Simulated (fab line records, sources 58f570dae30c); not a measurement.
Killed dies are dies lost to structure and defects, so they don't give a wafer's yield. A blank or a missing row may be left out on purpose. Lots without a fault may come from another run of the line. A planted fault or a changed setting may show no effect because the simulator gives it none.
One fault seen from 2 desks | flow berkeley_cmos170 | each desk has only its own numbers; what lay behind them comes last

THE METROLOGY DESK
What the gauges read, lot by lot, whatever tool the lot ran on: means of the sampled wafers that have a number. A lot is out of limits, marked OUT, if its mean lies more than 4 standard deviations from the usual mean; the brackets give that distance.
Columns: A = cd_nm at UCB170_ACTIVE_CD_MEAS_90, usual 1199.9 nm; B = PFIELD_OVL at UCB170_PFIELD_OVL_MEAS_06, usual 3 nm
lot  | first seen here | A      | B
L170 | day 4 14:33     | 1202.3 | 8
L171 | day 5 00:46     | 1199.6 | 8
L172 | day 5 00:52     | 1199.5 | -2
L173 | day 5 09:22     | 1197.3 | 6
L184 | day 8 03:05     | 1199.6 | -5
L186 | day 8 03:19     | 1197.1 | 2
L185 | day 8 03:31     | 1200.3 | 12
L188 | day 8 19:22     | 1201.5 | 6
L187 | day 8 19:54     | 1200.4 | 1
L190 | day 9 00:03     | 1200.3 | -3
L192 | day 9 08:47     | 1200.8 | 8
L191 | day 9 09:13     | 1198.1 | 4
This desk's finding: nothing out of limits on any of the 12 lots.

THE TOOL OWNER'S DESK: furnace-04
The tool's own readings at UCB170_WELLDRIVE_OXIDATION_01 (target thk 199 nm, ox time 9000 s): means of the sampled wafers that have a number, for each lot that ran on this tool. A lot is out of limits, marked OUT, if its mean lies more than 4 standard deviations from the usual mean; the brackets give that distance.
Columns: A = ox_temp_c at UCB170_WELLDRIVE_OXIDATION_01, usual 1100.0 C; B = ox_temp_c_max at UCB170_WELLDRIVE_OXIDATION_01, usual 1104.8; C = tube_center_temp_C_max at UCB170_WELLDRIVE_OXIDATION_01, usual 1102.9
lot  | first seen here | A      | B      | C
L171 | day 3 18:47     | 1099.7 | 1109.0 | 1103.1
L172 | day 3 18:47     | 1100.2 | 1110.3 | 1103.1
L173 | day 4 05:27     | 1099.8 | 1109.0 | 1102.8
This desk's finding: nothing out of limits on any of the 3 lots.

PUT TOGETHER
The metrology desk saw nothing out of limits.
The tool owner's desk saw nothing out of limits.

WHAT THE SIMULATOR HAD PUT IN
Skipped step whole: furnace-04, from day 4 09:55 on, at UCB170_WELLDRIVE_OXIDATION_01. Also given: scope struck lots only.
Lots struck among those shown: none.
